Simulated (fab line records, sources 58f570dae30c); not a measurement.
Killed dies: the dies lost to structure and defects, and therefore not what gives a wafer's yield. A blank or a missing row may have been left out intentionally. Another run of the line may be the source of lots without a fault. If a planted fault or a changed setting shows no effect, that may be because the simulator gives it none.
Which of the tools did it? + flow berkeleyCmos170 + 39 wafers from 13 lots sampled at 5 of the route's 331 steps

## WHAT THE GAUGES SHOWED, per wafer
UCB170_NWELL_THK_MEAS_02. Usual: NWELL_OXIDE_THK typically reads 26.3 nm, with standard deviation 0.43.
| lot  | measured    | on           | NWELL_OXIDE_THK (nm) | flag |
|------|-------------|--------------|----------------------|------|
| L860 | day 2 01:23 | filmMetro-01 | 26.3 26.5 26.3       |      |
| L861 | day 2 17:29 | filmMetro-03 | 26.1 25.9 25.7       |      |
| L864 | day 3 02:19 | filmMetro-02 | 25.7 26.1 26.2       |      |
| L866 | day 3 14:08 | filmMetro-03 | 26.2 26.6 26.8       |      |
| L867 | day 3 14:09 | filmMetro-02 | 26.4 26.9 26.4       |      |
| L868 | day 3 20:45 | filmMetro-01 | 25.4 25.5 25.8       |      |
| L870 | day 4 03:49 | filmMetro-03 | 26.0 25.9 26.6       |      |
| L873 | day 4 13:38 | filmMetro-03 | 25.9 25.7 25.9       |      |
| L871 | day 4 13:39 | filmMetro-02 | 26.6 26.7 26.7       |      |
| L872 | day 4 13:40 | filmMetro-01 | 25.9 25.7 26.0       |      |
| L874 | day 4 19:21 | filmMetro-03 | 26.4 26.1 26.1       |      |
| L876 | day 5 09:28 | filmMetro-01 | 26.5 26.7 26.3       |      |
| L883 | day 7 05:49 | filmMetro-02 | 26.6 26.2 26.0       |      |

UCB170_NWELL_OVL_MEAS_12. Usual: NWELL_OVL typically reads 3 nm, with standard deviation 7.4.
| lot  | measured    | on         | NWELL_OVL (nm) | flag |
|------|-------------|------------|----------------|------|
| L860 | day 2 13:17 | overlay-01 | 11 13 8        |      |
| L861 | day 3 03:58 | overlay-01 | -3 -10 -10     |      |
| L864 | day 3 11:40 | overlay-01 | 6 3 13         |      |
| L866 | day 3 22:22 | overlay-01 | 5 8 0          |      |
| L867 | day 3 22:30 | overlay-01 | 0 1 9          |      |
| L868 | day 4 07:32 | overlay-02 | 11 8 7         |      |
| L870 | day 4 11:19 | overlay-01 | 8 14 6         |      |
| L873 | day 4 20:34 | overlay-01 | 4 -3 9         |      |
| L871 | day 4 20:52 | overlay-02 | 6 4 0          |      |
| L872 | day 4 20:59 | overlay-01 | - - -          | OFF  |
| L874 | day 5 03:18 | overlay-02 | 2 2 9          |      |
| L876 | day 5 15:47 | overlay-02 | -4 -6 -1       |      |
| L883 | day 7 16:17 | overlay-02 | -2 -4 5        |      |

UCB170_NWELL_TW_MEAS_16. Usual: NWELL_TW typically reads 1248, with standard deviation 17.
| lot  | measured    | on           | NWELL_TW          | flag |
|------|-------------|--------------|-------------------|------|
| L860 | day 2 13:40 | filmMetro-01 | 1231 1228 1229    |      |
| L861 | day 3 04:22 | filmMetro-01 | 1233 1235 1229    |      |
| L864 | day 3 12:03 | filmMetro-02 | 1248 1254 1245    |      |
| L866 | day 3 22:46 | filmMetro-03 | 1274 1268 1265    |      |
| L867 | day 3 22:54 | filmMetro-01 | 1225 1234 1232    |      |
| L868 | day 4 07:56 | filmMetro-01 | 1231 1234 1231    |      |
| L870 | day 4 11:43 | filmMetro-01 | 1235 1234 1232    |      |
| L873 | day 4 20:58 | filmMetro-01 | 1224 1224 1237    |      |
| L871 | day 4 21:15 | filmMetro-02 | 1249 1240 1243    |      |
| L872 | day 4 21:23 | filmMetro-03 | 31 30 30 30 30 30 | OFF  |
| L874 | day 5 03:42 | filmMetro-03 | 1278 1273 1271    |      |
| L876 | day 5 16:14 | filmMetro-03 | 1278 1271 1263    |      |
| L883 | day 7 16:41 | filmMetro-01 | 1241 1248 1235    |      |

UCB170_WELLDRIVE_THK_MEAS_02. Usual: WELLDRIVE_OXIDE_THK typically reads 198 nm, with standard deviation 4.7.
| lot  | measured    | on           | WELLDRIVE_OXIDE_THK (nm) | flag |
|------|-------------|--------------|--------------------------|------|
| L860 | day 3 23:43 | filmMetro-04 | 193 193 197              |      |
| L861 | day 4 16:07 | filmMetro-01 | 188 188 189              |      |
| L864 | day 4 22:33 | filmMetro-01 | 202 196 198              |      |
| L866 | day 4 22:34 | filmMetro-03 | 196 197 197              |      |
| L867 | day 5 04:40 | filmMetro-03 | 197 196 196              |      |
| L868 | day 5 22:25 | filmMetro-01 | 199 199 203              |      |
| L870 | day 5 16:07 | filmMetro-01 | 198 196 195              |      |
| L873 | day 6 04:34 | filmMetro-03 | 188 188 193              |      |
| L871 | day 6 04:34 | filmMetro-04 | 199 198 199              |      |
| L874 | day 6 12:49 | filmMetro-04 | 190 190 191              |      |
| L876 | day 7 03:13 | filmMetro-03 | 203 200 200              |      |
| L883 | day 9 03:39 | filmMetro-01 | 208 204 204              |      |

## EACH LOT AND THE TOOL THAT RAN IT (in order: tool; ch and the chambers of the sampled wafers; start)
| lot  | UCB170_NWELL_EXPOSE_09          |
|------|---------------------------------|
| L860 | krfScanner-02 ch 0, day 2 12:55 |
| L861 | krfScanner-01 ch 0, day 3 02:50 |
| L864 | krfScanner-01 ch 0, day 3 10:06 |
| L866 | krfScanner-02 ch 0, day 3 21:59 |
| L867 | krfScanner-02 ch 0, day 3 22:07 |
| L868 | krfScanner-02 ch 0, day 4 07:09 |
| L870 | krfScanner-02 ch 0, day 4 10:40 |
| L873 | krfScanner-02 ch 0, day 4 19:24 |
| L871 | krfScanner-02 ch 0, day 4 19:32 |
| L872 | krfScanner-02 ch 0, day 4 19:40 |
| L874 | krfScanner-02 ch 0, day 5 02:47 |
| L876 | krfScanner-01 ch 0, day 5 14:44 |
| L883 | krfScanner-01 ch 0, day 7 15:54 |
- UCB170_NWELL_EXPOSE_09: exposes mask NWELL, target cd 3000 nm.

## WHAT THE TOOLS THEMSELVES READ (means of the sampled wafers that have a number; where no wafer has one, the mark that the record gives instead)
UCB170_NWELL_EXPOSE_09. Usual: -0.1 nm for focusOffsetNm, sd 0.55.
| lot  | tool          | focusOffsetNm (nm) | flag |
|------|---------------|--------------------|------|
| L860 | krfScanner-02 | 0.2                |      |
| L861 | krfScanner-01 | 0.3                |      |
| L864 | krfScanner-01 | -0.1               |      |
| L866 | krfScanner-02 | -0.1               |      |
| L867 | krfScanner-02 | 0.6                |      |
| L868 | krfScanner-02 | 0.2                |      |
| L870 | krfScanner-02 | -0.4               |      |
| L873 | krfScanner-02 | 0.5                |      |
| L871 | krfScanner-02 | -0.5               |      |
| L872 | krfScanner-02 | -0.4               |      |
| L874 | krfScanner-02 | -0.1               |      |
| L876 | krfScanner-01 | -0.3               |      |
| L883 | krfScanner-01 | -0.5               |      |

## THE ANSWER, worked out from the rows above alone
Rule: a lot is off if the mean of its wafers that have a number lies more than 3 standard deviations from the usual mean. Also off: a lot with no number at a reading for which 4 or more lots have one. The other lots that the step has rows for count as sound. Order of review: gauges by route order, followed by the tools' own readings, for which a lot's mean as printed above is used. At the first step where some lot is off, the reading lying furthest off is the one used; lots without a number count as furthest.
Off: at UCB170_NWELL_OVL_MEAS_12 (NWELL_OVL), L872. Without a number there: L872.
If a tool, at a process step before that reading, ran all the lots that are off and no sound lot after the first of them, it fits. The gauges at UCB170_NWELL_OVL_MEAS_12 aren't tried: what is off there is off at UCB170_NWELL_TW_MEAS_16 too, on other tools, and a gauge's error can't cause that. Of those tried, none fits.

## WHAT HAD BEEN PUT IN BY THE SIMULATOR
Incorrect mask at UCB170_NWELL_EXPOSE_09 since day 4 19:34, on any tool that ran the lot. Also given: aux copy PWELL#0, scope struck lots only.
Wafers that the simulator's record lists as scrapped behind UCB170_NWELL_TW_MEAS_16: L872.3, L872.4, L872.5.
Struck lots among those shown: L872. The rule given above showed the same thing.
